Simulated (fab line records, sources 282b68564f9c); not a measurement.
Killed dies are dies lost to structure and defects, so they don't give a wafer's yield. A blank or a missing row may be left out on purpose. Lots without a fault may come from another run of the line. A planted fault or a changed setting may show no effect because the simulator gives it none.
One fault seen from 2 desks | flow rit_cmos | each desk has only its own numbers; what lay behind them comes last

THE TOOL OWNER'S DESK: implanter-03
The tool's own readings at RIT_NLDD_IMPLANT_08: means of the sampled wafers that have a number, for each lot that ran on this tool. A lot is out of limits, marked OUT, if its mean lies more than 4 standard deviations from the usual mean; the brackets give that distance.
Columns: A = beam_energy_keV at RIT_NLDD_IMPLANT_08, usual 20.000; B = tilt_deg at RIT_NLDD_IMPLANT_08, usual 7.000 degrees
lot  | first seen here | A                        | B
L183 | day 3 14:23     | 19.997                   | 7.001
L186 | day 4 09:08     | 20.011                   | 6.989
L188 | day 4 15:14     | 20.003                   | 7.013
L192 | day 5 12:14     | 26.003 (+99 or more) OUT | 7.019
L193 | day 5 16:32     | 25.999 (+99 or more) OUT | 7.009
L202 | day 8 16:16     | 19.995                   | 6.997
This desk's finding: out of limits on L192, L193; first on L192, day 5 12:14 (beam_energy_keV at RIT_NLDD_IMPLANT_08). In limits: L183, L186, L188, L202.

THE METROLOGY DESK
What the gauges read, lot by lot, whatever tool the lot ran on: means of the sampled wafers that have a number. A lot is out of limits, marked OUT, if its mean lies more than 4 standard deviations from the usual mean; the brackets give that distance.
Columns: A = NLDD_TW at RIT_NLDD_TW_MEAS_10, usual 2504; B = NLDD_RS at RIT_SDANNEAL_RS_MEAS_07, usual 151.7 ohm/sq
lot  | first seen here | A              | B
L179 | day 2 22:04     | 2503           | 151.1
L181 | day 3 05:40     | 2516           | 151.7
L182 | day 3 10:50     | 2533           | 151.6
L183 | day 3 14:43     | 2487           | 151.5
L184 | day 3 18:34     | 2521           | 151.7
L186 | day 4 09:27     | 2492           | 152.3
L187 | day 4 11:55     | 2508           | 152.2
L188 | day 4 15:31     | 2502           | 151.9
L192 | day 5 12:31     | 2705 (+14) OUT | 148.1 (-8.4) OUT
L193 | day 5 16:50     | 2695 (+14) OUT | 147.5 (-9.8) OUT
L194 | day 5 23:07     | 2488           | 151.8
L195 | day 6 06:12     | 2514           | 151.7
L196 | day 6 19:29     | 2508           | 152.0
L202 | day 8 16:34     | 2495           | 151.9
This desk's finding: out of limits on L192, L193; first on L192, day 5 12:31 (NLDD_TW at RIT_NLDD_TW_MEAS_10). In limits: L179, L181, L182, L183, L184, L186, L187, L188, L194, L195, L196, L202.

PUT TOGETHER
The tool owner's desk could have raised an alarm at day 5 12:14, on L192, L193.
The metrology desk could have raised an alarm at day 5 12:31, on L192, L193.
Of the lots named, all ran RIT_NLDD_IMPLANT_08 on implanter-03.

WHAT THE SIMULATOR HAD PUT IN
Process parameter drift: implanter-03, from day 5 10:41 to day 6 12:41, at RIT_NLDD_IMPLANT_08. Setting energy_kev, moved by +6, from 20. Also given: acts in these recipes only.
Lots struck among those shown: L192, L193.
Hours from the fault's start to each desk's first reading out of limits: the tool owner's desk, 2; the metrology desk, 2.
